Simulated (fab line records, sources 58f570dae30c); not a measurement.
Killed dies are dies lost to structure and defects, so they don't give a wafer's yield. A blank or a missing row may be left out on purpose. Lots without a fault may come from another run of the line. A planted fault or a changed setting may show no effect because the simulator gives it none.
Chamber matching | flow berkeley_cmos170 | UCB170_V1_CMP_02 on cmp-01: 4 sister chambers
The step polishes SiO2. 4 wafers are shown with their chamber, then 9 later ones without.

WAFERS WITH THEIR CHAMBER
wafer  | chamber | motor_current_A (A)
L753.2 | 2       | 18.1
L758.1 | 1       | 15.6
L758.2 | 3       | 18.3
L758.5 | 0       | 15.4

WAFERS WITHOUT THEIR CHAMBER
wafer  | motor_current_A (A)
L761.1 | 16.8
L761.2 | 15.6
L761.6 | 17.1
L764.2 | 16.7
L764.4 | 18.0
L764.6 | 14.8
L765.2 | 17.6
L765.4 | 16.0
L765.6 | 15.5

WHICH CHAMBER EACH WENT THROUGH
wafer  | from the rows above               | in truth
L761.1 | can't be placed: 1 or 2 or 0 or 3 | 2
L761.2 | can't be placed: 1 or 0           | 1
L761.6 | can't be placed: 2 or 3 or 1 or 0 | 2
L764.2 | can't be placed: 1 or 0 or 2 or 3 | 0
L764.4 | can't be placed: 2 or 3           | 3
L764.6 | can't be placed: 0 or 1           | 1
L765.2 | can't be placed: 2 or 3           | 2
L765.4 | can't be placed: 1 or 0           | 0
L765.6 | can't be placed: 0 or 1           | 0
Placed correctly: 0 of 9. Can't be placed from these rows: 9 (the true chamber is among the candidates in 9). Placed wrongly: 0.
How it was worked out, from the rows above alone: a wafer's distance from a chamber is the root of the sum, over the readings, of the square of ((its reading less the chamber's mean) divided by the reading's scatter). The wafer belongs to the nearest chamber; if the next one is less than 2 further off, it can't be placed. A chamber's mean is the mean of its shown wafers. The scatter: with one shown wafer a chamber, the root of the mean of the squares of how far each hidden wafer lies from its nearest shown one.
